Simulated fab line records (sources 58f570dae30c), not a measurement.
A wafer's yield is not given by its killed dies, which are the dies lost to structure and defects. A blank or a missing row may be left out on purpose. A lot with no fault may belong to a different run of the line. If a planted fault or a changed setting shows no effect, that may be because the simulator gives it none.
Split-lot experiment + flow berkeley cmos170 + 5 lots, 23 wafers read, on a route of 331 steps

ABOUT THE SPLIT
At UCB170_V1_COAT_07 (resist thk 900 nm), the setting spin rpm was moved away from the recipe's 1500 rpm on 6 of the 23 wafers read, by -2.5% to +5.0%. For the rest of the wafers, this setting stayed at what the recipe calls for.

The split's own step is where the reading is taken.

THE READING
KrF_of_V1_COAT_07.thk nm (the simulator's own value, which no gauge read), in nm, at UCB170_V1_COAT_07 (resist thk 900 nm). The file does not state a usual value for it. Here, 17 wafers ran the recipe; their average is 900.6 nm with a standard deviation of 1.8 nm.

| wafer  | tool, chamber at the split | spin rpm as run, rpm | against the recipe | KrF_of_V1_COAT_07.thk nm, nm | against lot-mates on the recipe |
|--------|----------------------------|----------------------|--------------------|------------------------------|---------------------------------|
| L075.1 | litho track-01, 0          | 1500                 | recipe             | 899.8                        | -                               |
| L075.2 | litho track-01, 0          | 1462                 | -2.5%              | 912                          | +13.2                           |
| L075.3 | litho track-01, 0          | 1462                 | -2.5%              | 912.9                        | +14.1                           |
| L075.5 | litho track-01, 0          | 1462                 | -2.5%              | 910.3                        | +11.5                           |
| L075.6 | litho track-01, 0          | 1500                 | recipe             | 897.7                        | -                               |
| L076.1 | litho track-02, 0          | 1500                 | recipe             | 902.1                        | -                               |
| L076.3 | litho track-02, 0          | 1500                 | recipe             | 900.1                        | -                               |
| L076.6 | litho track-02, 0          | 1500                 | recipe             | 900.2                        | -                               |
| L077.1 | litho track-03, 0          | 1500                 | recipe             | 901.7                        | -                               |
| L077.2 | litho track-03, 0          | 1500                 | recipe             | 901.3                        | -                               |
| L077.3 | litho track-03, 0          | 1500                 | recipe             | 900.4                        | -                               |
| L077.4 | litho track-03, 0          | 1500                 | recipe             | 901                          | -                               |
| L077.6 | litho track-03, 0          | 1500                 | recipe             | 902.4                        | -                               |
| L080.1 | litho track-01, 0          | 1500                 | recipe             | 901.1                        | -                               |
| L080.2 | litho track-01, 0          | 1500                 | recipe             | 902.7                        | -                               |
| L080.3 | litho track-01, 0          | 1500                 | recipe             | 902                          | -                               |
| L080.4 | litho track-01, 0          | 1500                 | recipe             | 902.3                        | -                               |
| L080.5 | litho track-01, 0          | 1500                 | recipe             | 901.5                        | -                               |
| L084.2 | litho track-01, 0          | 1575                 | +5.0%              | 875.7                        | -21.1                           |
| L084.3 | litho track-01, 0          | 1575                 | +5.0%              | 876.5                        | -20.3                           |
| L084.4 | litho track-01, 0          | 1575                 | +5.0%              | 878.3                        | -18.5                           |
| L084.5 | litho track-01, 0          | 1500                 | recipe             | 896                          | -                               |
| L084.6 | litho track-01, 0          | 1500                 | recipe             | 897.6                        | -                               |

FIT RESULTS
A straight line over all 23 wafers: KrF_of_V1_COAT_07.thk nm changes by -4.67 nm for each +1% of spin rpm; r = -0.98; the points scatter about the line by 1.8 nm.
The same after taking each lot's own level away (the mean of its wafers on the recipe; 23 wafers): -4.26 nm for each +1%; r = -0.99; scatter 1.2 nm.
On that fit, the largest move of spin rpm shifts the reading by 21 nm.
The span of the lots' own levels, 896.80 to 901.92 nm, comes to 2.8 times the standard deviation stated above.
The two slopes agree, so the slope changes little with the lot-to-lot level.
Check: -20.7 nm against its lot-mates is what the line predicts for one of the wafers moved furthest among these (+5.0%) when that wafer is left out of the fit. Against them it came out at -21.1 nm.

OTHER SPLITS ON THESE WAFERS
Other splits were also applied to these wafers ahead of the reading. Each is held against what the fit with the lots' levels taken away leaves over:
| other split on the same wafers     | wafers away from the commonest value | r with KrF_of_V1_COAT_07.thk nm (lot level and that fit taken away) |
|------------------------------------|--------------------------------------|---------------------------------------------------------------------|
| UCB170_SILICIDE_SPUTTER_01 power w | 6                                    | +0.37                                                               |
| UCB170_CONTACT_PEB_13 peb temp c   | 9                                    | +0.05                                                               |
| UCB170_M1_SPUTTER_00 time s        | 12                                   | +0.07                                                               |
| UCB170_M1_PEB_07 peb temp c        | 10                                   | -0.06                                                               |

THE FILE'S OWN FIT
KrF_of_V1_COAT_07.thk nm changes by -4.22 nm for each +1% of spin rpm, r = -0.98.
